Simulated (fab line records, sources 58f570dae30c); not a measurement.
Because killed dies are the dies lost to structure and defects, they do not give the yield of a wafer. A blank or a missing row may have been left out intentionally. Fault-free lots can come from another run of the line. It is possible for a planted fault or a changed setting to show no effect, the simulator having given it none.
What tool caused it? + flow berkeley_cmos170 + 42 wafers from 14 lots sampled at 4 of the route's 331 steps

## WHAT THE GAUGES SHOWED, per wafer
UCB170_PLDD_CD_MEAS_06 targets a cd of 1200 nm. Usual: 1199.7 nm for cd_nm, sd 1.2.
| lot  | measured     | on        | cd_nm (nm)           | flag |
|------|--------------|-----------|----------------------|------|
| L803 | day 7 09:01  | cd_sem-01 | 1199.5 1200.8 1200.7 |      |
| L804 | day 7 21:50  | cd_sem-02 | 1198.7 1198.1 1197.3 |      |
| L807 | day 8 12:44  | cd_sem-01 | 1196.9 1197.7 1197.9 |      |
| L806 | day 8 12:54  | cd_sem-01 | 1200.1 1200.0 1198.8 |      |
| L809 | day 8 16:42  | cd_sem-01 | 1199.3 1199.9 1200.9 |      |
| L810 | day 8 16:17  | cd_sem-02 | 1199.8 1200.7 1200.8 |      |
| L808 | day 8 17:14  | cd_sem-01 | 1199.3 1199.3 1199.8 |      |
| L811 | day 8 16:35  | cd_sem-01 | 1201.5 1199.8 1199.0 |      |
| L812 | day 9 09:10  | cd_sem-01 | 1200.5 1199.2 1200.5 |      |
| L816 | day 10 06:55 | cd_sem-01 | 1198.1 1199.0 1199.6 |      |
| L820 | day 11 04:01 | cd_sem-01 | 1197.5 1199.0 1198.3 |      |
| L821 | day 11 04:20 | cd_sem-02 | 1199.8 1199.3 1200.7 |      |
| L825 | day 11 17:54 | cd_sem-01 | 1201.8 1201.0 1200.3 |      |
| L824 | day 11 18:10 | cd_sem-01 | 1201.2 1199.8 1199.5 |      |

UCB170_NSD_OVL_MEAS_07. Usual: NSD_OVL typically reads -1 nm, with standard deviation 5.3.
| lot  | measured     | on         | NSD_OVL (nm) | flag |
|------|--------------|------------|--------------|------|
| L803 | day 7 19:59  | overlay-02 | -7 -17 -7    |      |
| L804 | day 8 11:59  | overlay-01 | 2 2 -3       |      |
| L807 | day 9 04:19  | overlay-02 | 2 -1 1       |      |
| L806 | day 9 04:34  | overlay-01 | -11 -4 -5    |      |
| L809 | day 9 05:21  | overlay-02 | -13 -9 -1    |      |
| L810 | day 9 04:52  | overlay-02 | -1 -4 -1     |      |
| L808 | day 9 05:07  | overlay-02 | 6 6 0        |      |
| L811 | day 9 04:55  | overlay-01 | 1 -2 -3      |      |
| L812 | day 9 21:56  | overlay-01 | 0 5 -5       |      |
| L816 | day 10 22:01 | overlay-02 | 1 2 0        |      |
| L820 | day 11 16:44 | overlay-02 | -11 -5 -4    |      |
| L821 | day 11 17:32 | overlay-02 | -1 4 6       |      |
| L825 | day 12 08:52 | overlay-02 | -1 -2 2      |      |
| L824 | day 12 09:29 | overlay-02 | -3 -3 -1     |      |

UCB170_CONTACT_OVL_MEAS_16. Usual: CONTACT_OVL typically reads 0 nm, with standard deviation 5.2.
| lot  | measured     | on         | CONTACT_OVL (nm) | flag |
|------|--------------|------------|------------------|------|
| L803 | day 8 04:17  | overlay-02 | 7 -1 8           |      |
| L804 | day 8 20:14  | overlay-02 | 4 0 3            |      |
| L807 | day 9 13:08  | overlay-01 | 9 4 1            |      |
| L806 | day 9 13:13  | overlay-02 | -8 -6 -5         |      |
| L809 | day 9 14:31  | overlay-01 | -5 -1 -1         |      |
| L810 | day 9 13:17  | overlay-01 | 9 -1 6           |      |
| L808 | day 9 14:24  | overlay-02 | -4 -3 -8         |      |
| L811 | day 9 14:10  | overlay-01 | -6 -2 -4         |      |
| L812 | day 10 06:42 | overlay-02 | -2 -5 -9         |      |
| L816 | day 11 05:43 | overlay-01 | -2 -1 1          |      |
| L820 | day 12 00:28 | overlay-01 | 0 -1 -3          |      |
| L821 | day 12 02:28 | overlay-02 | -1 -2 -8         |      |
| L825 | day 12 18:34 | overlay-01 | 7 7 3            |      |
| L824 | day 12 18:34 | overlay-02 | 6 3 7            |      |

## TOOL THAT RAN EACH LOT (tool first, then ch and the chambers of the sampled wafers, then the start)
| lot  | UCB170_PWELL_IMPLANT_15        |
|------|--------------------------------|
| L803 | implanter-03 ch 0, day 3 09:22 |
| L804 | implanter-01 ch 0, day 3 19:13 |
| L807 | implanter-02 ch 0, day 4 03:57 |
| L806 | implanter-01 ch 0, day 4 04:04 |
| L809 | implanter-03 ch 0, day 4 18:11 |
| L810 | implanter-03 ch 0, day 4 21:26 |
| L808 | implanter-01 ch 0, day 4 21:41 |
| L811 | implanter-02 ch 0, day 4 22:15 |
| L812 | implanter-02 ch 0, day 5 06:16 |
| L816 | implanter-03 ch 0, day 6 08:25 |
| L820 | implanter-03 ch 0, day 6 22:24 |
| L821 | implanter-03 ch 0, day 7 11:07 |
| L825 | implanter-01 ch 0, day 8 00:13 |
| L824 | implanter-02 ch 0, day 8 00:31 |
- UCB170_PWELL_IMPLANT_15

## WHAT THE TOOLS THEMSELVES READ (means of the sampled wafers that have a number; where no wafer has one, the mark that the record gives instead)
UCB170_PWELL_IMPLANT_15. Usual: beam_energy_keV 60.001, standard deviation 0.02; beam_on_s 9.99 s, standard deviation 0.2; tilt_deg 6.999 degrees, standard deviation 0.02.
| lot  | tool         | beam_energy_keV | beam_on_s (s) | tilt_deg (degrees) | flag |
|------|--------------|-----------------|---------------|--------------------|------|
| L803 | implanter-03 | 60.008          | 10.07         | 7.031              |      |
| L804 | implanter-01 | 60.001          | 10.09         | 6.960              |      |
| L807 | implanter-02 | 60.011          | 9.92          | 7.020              |      |
| L806 | implanter-01 | 60.024          | 10.01         | 7.005              |      |
| L809 | implanter-03 | 59.999          | 10.04         | 6.984              |      |
| L810 | implanter-03 | 59.998          | 10.12         | 7.013              |      |
| L808 | implanter-01 | 59.997          | 9.96          | 6.996              |      |
| L811 | implanter-02 | 60.006          | 9.81          | 7.011              |      |
| L812 | implanter-02 | 59.982          | 9.78          | 6.998              |      |
| L816 | implanter-03 | 60.002          | 10.12         | 6.988              |      |
| L820 | implanter-03 | 66.862          | 9.72          | 6.983              | OFF  |
| L821 | implanter-03 | 66.861          | 9.94          | 6.971              | OFF  |
| L825 | implanter-01 | 60.017          | 10.07         | 6.980              |      |
| L824 | implanter-02 | 60.023          | 9.95          | 7.012              |      |

## THE ANSWER, worked out from the rows above alone
Rule: a lot is off if the mean of its wafers that have a number lies more than 3 standard deviations from the usual mean. A lot without any number at a reading at which 4 lots or more have one is off too. The other lots that the step has rows for count as sound. The gauges are gone through in route order, then the tools' own readings, and for those a lot's mean is taken as printed above. At the first step where some lot is off, the reading lying furthest off is the one used; lots without a number count as furthest.
Off at UCB170_PWELL_IMPLANT_15 (beam_energy_keV): L820, L821.
If a tool, at that step or one of the process steps before it, ran each lot that is off and ran no sound lot following the first of them, it fits. One candidate fits, namely implanter-03 at UCB170_PWELL_IMPLANT_15. Its last sound lot is L816 (day 6 08:25), its first lot that is off L820 (day 6 22:24): a fault that began between those two fits.
On the lots that are off, the tool's own readings at UCB170_PWELL_IMPLANT_15 differ by more than 5 times the standard deviation of the sound lots' means, which bears it out; beam_energy_keV reads 66.862 there versus 60.006 on the sound lots.

## WHAT HAD BEEN PUT IN BY THE SIMULATOR
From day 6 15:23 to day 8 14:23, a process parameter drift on implanter-03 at UCB170_PWELL_IMPLANT_15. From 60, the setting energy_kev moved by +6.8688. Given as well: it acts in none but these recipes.
Shown lots that were struck: L820, L821. The rule above found the same.
